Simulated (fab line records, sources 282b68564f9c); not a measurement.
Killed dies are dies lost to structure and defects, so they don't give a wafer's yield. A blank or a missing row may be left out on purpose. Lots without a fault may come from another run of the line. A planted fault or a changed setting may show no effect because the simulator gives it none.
One fault seen from 2 desks | flow rit_cmos | each desk has only its own numbers; what lay behind them comes last

THE METROLOGY DESK
What the gauges read, lot by lot, whatever tool the lot ran on: means of the sampled wafers that have a number. A lot is out of limits, marked OUT, if its mean lies more than 4 standard deviations from the usual mean; the brackets give that distance.
Columns: A = NRETRO_OVL at RIT_NRETRO_OVL_MEAS_06, usual -0.7 nm
lot  | first seen here | A
L314 | day 2 06:11     | -1.3
L315 | day 2 11:55     | 0.4
L316 | day 2 16:29     | -0.7
L317 | day 2 22:48     | -3.3
L319 | day 3 06:57     | -1.2
L320 | day 3 12:28     | 1.0
L322 | day 3 23:10     | 0.7
L327 | day 4 23:49     | -2.5
L330 | day 5 15:31     | 1.5
L332 | day 6 00:07     | 0.1
L333 | day 6 03:59     | -0.1
L334 | day 6 11:10     | -0.9
L336 | day 6 21:38     | 0.2
This desk's finding: nothing out of limits on any of the 13 lots.

THE TOOL OWNER'S DESK: rie_diel-01
The tool's own readings at RIT_CONTACT_ETCH_11 (etches SiO2 in CHF3/CF4/Ar, stops on TiSi2, target depth 480 nm, time 320 s): means of the sampled wafers that have a number, for each lot that ran on this tool. A lot is out of limits, marked OUT, if its mean lies more than 4 standard deviations from the usual mean; the brackets give that distance.
Columns: A = O2_flow_sccm at RIT_CONTACT_ETCH_11, usual 4.998 sccm; B = cf4_flow_sccm at RIT_CONTACT_ETCH_11, usual 10.001 sccm; C = drypump_motor_current_A at RIT_CONTACT_ETCH_11, usual 5.7 A; D = oes_product_au at RIT_CONTACT_ETCH_11, usual 0.991 a.u.; E = run_length_s at RIT_CONTACT_ETCH_11, usual 348.4 s; F = throttle_valve_pct at RIT_CONTACT_ETCH_11, usual 8.96 %
lot  | first seen here | A     | B      | C   | D     | E                       | F
L320 | day 4 12:06     | 5.001 | 9.991  | 6.2 | 0.989 | 347.9                   | 9.07
L327 | day 5 23:55     | 4.993 | 10.015 | 5.7 | 0.981 | 476.5 (+99 or more) OUT | 8.89
This desk's finding: out of limits on L327; first on L327, day 5 23:55 (run_length_s at RIT_CONTACT_ETCH_11). In limits: L320.

PUT TOGETHER
The tool owner's desk could have raised an alarm at day 5 23:55, on L327.
The metrology desk saw nothing out of limits.
The metrology desk has L327 on record, within its limits.
Of the lots named, all ran RIT_CONTACT_ETCH_11 on rie_diel-01.

WHAT THE SIMULATOR HAD PUT IN
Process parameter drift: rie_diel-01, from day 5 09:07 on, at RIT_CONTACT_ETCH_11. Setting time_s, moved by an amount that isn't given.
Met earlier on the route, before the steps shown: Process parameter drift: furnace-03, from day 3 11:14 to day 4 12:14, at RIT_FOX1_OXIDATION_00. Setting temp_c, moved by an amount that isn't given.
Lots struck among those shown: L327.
Hours from the fault's start to each desk's first reading out of limits: the tool owner's desk, 15.
